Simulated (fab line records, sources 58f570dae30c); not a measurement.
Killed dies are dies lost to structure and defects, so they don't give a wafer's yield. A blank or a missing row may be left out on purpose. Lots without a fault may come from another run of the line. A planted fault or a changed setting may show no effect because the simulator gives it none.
Split-lot experiment | flow berkeley_cmos170 | 5 lots, 23 wafers read, on a route of 331 steps

THE SPLIT
At UCB170_SILICIDE_SPUTTER_01 (material Ti, target thk 30 nm, time 25 s), the setting power_w was moved away from the recipe's 1500 W on 9 of the 23 wafers read, by -10.7% to +6.0%. The other wafers ran this setting at the recipe's value.

FROM THE SPLIT TO THE READING: what the file shows between them, 1 step
- UCB170_SILICIDE_RS_MEAS_02: measures by four-point-probe

THE READING
SILICIDE_TI_THK, in nm, at UCB170_SILICIDE_THK_MEAS_03 (measures by xrf). Fault-free wafers of this fab line usually give 29.96 nm, standard deviation 0.23 nm.

wafer  | tool, chamber at the split | power_w as run, W | against the recipe | SILICIDE_TI_THK, nm | against lot-mates on the recipe
L076.1 | pvd_sputter-03, -          | 1339              | -10.7%             | 26.82               | -3.14
L076.2 | pvd_sputter-03, -          | 1500              | recipe             | 29.78               | -
L076.3 | pvd_sputter-03, -          | 1339              | -10.7%             | 26.68               | -3.29
L076.4 | pvd_sputter-03, -          | 1500              | recipe             | 30.15               | -
L076.5 | pvd_sputter-03, -          | 1339              | -10.7%             | 26.54               | -3.43
L078.1 | pvd_sputter-04, -          | 1500              | recipe             | 30.51               | -
L078.2 | pvd_sputter-04, -          | 1500              | recipe             | 30.14               | -
L078.4 | pvd_sputter-04, -          | 1500              | recipe             | 30.03               | -
L078.5 | pvd_sputter-04, -          | 1500              | recipe             | 30.09               | -
L078.6 | pvd_sputter-04, -          | 1500              | recipe             | 30.43               | -
L080.1 | pvd_sputter-04, -          | 1500              | recipe             | 30.11               | -
L080.2 | pvd_sputter-04, -          | 1449              | -3.4%              | 28.60               | -1.46
L080.4 | pvd_sputter-04, -          | 1500              | recipe             | 30.01               | -
L080.5 | pvd_sputter-04, -          | 1449              | -3.4%              | 28.73               | -1.33
L080.6 | pvd_sputter-04, -          | 1449              | -3.4%              | 28.92               | -1.14
L082.1 | pvd_sputter-04, -          | 1500              | recipe             | 30.20               | -
L082.4 | pvd_sputter-04, -          | 1500              | recipe             | 29.98               | -
L082.6 | pvd_sputter-04, -          | 1500              | recipe             | 30.08               | -
L083.1 | pvd_sputter-03, -          | 1590              | +6.0%              | 31.31               | +1.33
L083.2 | pvd_sputter-03, -          | 1590              | +6.0%              | 31.86               | +1.88
L083.3 | pvd_sputter-03, -          | 1500              | recipe             | 29.99               | -
L083.5 | pvd_sputter-03, -          | 1500              | recipe             | 29.97               | -
L083.6 | pvd_sputter-03, -          | 1590              | +6.0%              | 31.58               | +1.60

THE FIT
A straight line over all 23 wafers: SILICIDE_TI_THK changes by +0.303 nm for each +1% of power_w; r = +0.99; the points scatter about the line by 0.24 nm.
The same after taking each lot's own level away (the mean of its wafers on the recipe; 23 wafers): +0.299 nm for each +1%; r = +0.99; scatter 0.19 nm.
On that fit, the largest move of power_w shifts the reading by 3.2 nm.
The lots' own levels span 29.965 to 30.240 nm, that is 1.2 times the standard deviation above.
So the lot-to-lot level changes the slope little: the two slopes agree.
Check: with one of the wafers moved furthest among these (-10.7%) left out of the fit, the line predicts -3.33 nm for it against its lot-mates. It came out at -3.14 nm against them.

THE WHOLE CHAIN: every reading that the file lists as answering this split, in the file's order
step                        | what it does                             | reading                                                                           | change (the file's fit)               | r (the file's)
UCB170_SILICIDE_SPUTTER_01  | material Ti, target thk 30 nm, time 25 s | Ti_of_SILICIDE_SPUTTER_01.thk_nm (the simulator's own value, which no gauge read) | +0.297 nm for each +1% of the setting | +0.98
UCB170_SILICIDE_RS_MEAS_02  | measures by four-point-probe             | SILICIDE_TI_RS                                                                    | -0.329 for each +1% of the setting    | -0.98
UCB170_SILICIDE_THK_MEAS_03 | measures by xrf                          | SILICIDE_TI_THK                                                                   | +0.303 for each +1% of the setting    | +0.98

THE FILE'S OWN FIT
SILICIDE_TI_THK changes by +0.303 nm for each +1% of power_w, r = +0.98.
